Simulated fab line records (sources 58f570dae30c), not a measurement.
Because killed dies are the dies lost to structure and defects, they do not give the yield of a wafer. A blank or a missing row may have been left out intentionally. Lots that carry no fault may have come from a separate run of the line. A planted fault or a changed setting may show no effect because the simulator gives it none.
Which tool did it? | flow berkeley-cmos170 | 6 lots with 18 wafers sampled at 2 steps, on a route of 331 steps

## WHAT THE GAUGES READ, wafer by wafer
UCB170_CONTACT_OVL_MEAS_16.
lot  | measured     | on         | CONTACT_OVL (nm)
L179 | day 7 11:50  | overlay-02 | 15 14 13
L181 | day 8 00:49  | overlay-02 | 13 17 19
L184 | day 8 18:16  | overlay-02 | 1 1 12
L192 | day 10 08:00 | overlay-01 | 0 -1 2
L195 | day 10 23:07 | overlay-02 | 6 7 9
L200 | day 11 13:39 | overlay-02 | 6 3 6

## EACH LOT AND THE TOOL THAT RAN IT (in order: tool; ch and the chambers of the sampled wafers; start)
lot  | UCB170_BACKSIDE_STRIP_03
L179 | plasma-asher-04 ch 0,1, day 7 05:15
L181 | plasma-asher-03 ch 0,1, day 7 17:05
L184 | plasma-asher-04 ch 0,1, day 8 12:35
L192 | plasma-asher-04 ch 0,1, day 10 02:52
L195 | plasma-asher-04 ch 0,1, day 10 16:02
L200 | plasma-asher-02 ch 0,1, day 11 07:58
- UCB170_BACKSIDE_STRIP_03: strips in O2.

## THE ANSWER, worked out from the rows above alone
Rule: the usual values come from the lots themselves. The widest of any qualifying gaps counts: lots, ordered by their means at a reading, are off when they make up no more than a third of the lots, leave a main group of 4 or more, and stand apart from it by 3 or more times the standard deviation of that group's means. Not used: any main group whose means are identical at the precision the tables above print for the reading. A lot without any number at a reading at which 4 lots or more have one is off too. Any other lot the step has rows for is counted as sound.
None of the lots is off at any reading shown; this tells nothing.

## WHAT HAD BEEN PUT IN BY THE SIMULATOR
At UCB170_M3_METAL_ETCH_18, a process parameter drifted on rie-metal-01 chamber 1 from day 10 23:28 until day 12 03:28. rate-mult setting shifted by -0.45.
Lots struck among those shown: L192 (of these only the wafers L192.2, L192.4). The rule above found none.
